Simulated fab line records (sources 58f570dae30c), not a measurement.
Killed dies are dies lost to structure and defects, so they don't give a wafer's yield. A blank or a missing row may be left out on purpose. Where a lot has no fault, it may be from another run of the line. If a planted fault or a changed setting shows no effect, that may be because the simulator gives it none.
A single fault, viewed from 2 desks    flow berkeley-cmos170    every desk sees just its own numbers, and what lay behind them comes last

## METROLOGY DESK
Means of the sampled wafers that have a number, per lot and without regard to the tool the lot ran on: this is what the gauges read. Marked OUT: a lot whose mean sits more than 4 standard deviations from the usual mean, which makes it out of limits; the brackets give that distance.
Columns: A = M1_AL_RS at UCB170_M1_RS_MEAS_01, usual 0.0487 ohm/sq; B = M1_AL_THK at UCB170_M1_THK_MEAS_02, usual 602 nm; C = cd-nm at UCB170_M1_CD_MEAS_09, usual 700.3 nm; D = M1_OVL at UCB170_M1_OVL_MEAS_10, usual 1 nm
lot   first seen here  A       B    C      D
L169  day 9 22:19      0.0486  600  701.4  -2
L172  day 10 12:08     0.0482  615  700.1  3
L173  day 11 08:25     0.0484  602  699.3  1
L177  day 11 22:07     0.0488  597  699.3  -7
L183  day 12 14:31     0.0493  592  701.8  -0
L182  day 13 04:44     0.0486  608  699.7  6
Finding of this desk: none of the 6 lots has anything out of limits.

## FOR THE TOOL OWNER'S DESK: rie-metal-02
The tool's own readings at UCB170_M1_METAL_ETCH_12 (etches Al in Cl2/BCl3, stops on PSG, target depth 780 nm, time 130 s): means of the sampled wafers that have a number, for each lot that ran on this tool. Marked OUT: a lot whose mean sits more than 4 standard deviations from the usual mean, which makes it out of limits; the brackets give that distance.
Columns: A = drypump-motor-current-A at UCB170_M1_METAL_ETCH_12, usual 5.7 A; B = oes-product-au at UCB170_M1_METAL_ETCH_12, usual 0.846 a.u.; C = rf-fwd-power-W at UCB170_M1_METAL_ETCH_12, usual 596.8 W; D = throttle-valve-pct at UCB170_M1_METAL_ETCH_12, usual 24.37 %
lot   first seen here  A    B      C      D
L172  day 10 13:52     5.7  0.853  595.9  24.51
L173  day 11 09:46     6.1  0.849  598.7  24.39
L177  day 12 00:29     6.0  0.849  596.6  24.38
Finding of this desk: none of the 3 lots has anything out of limits.

## PUT TOGETHER
Nothing out of limits was seen by the metrology desk.
Nothing out of limits was seen by the tool owner's desk.

## WHAT THE SIMULATOR HAD PUT IN
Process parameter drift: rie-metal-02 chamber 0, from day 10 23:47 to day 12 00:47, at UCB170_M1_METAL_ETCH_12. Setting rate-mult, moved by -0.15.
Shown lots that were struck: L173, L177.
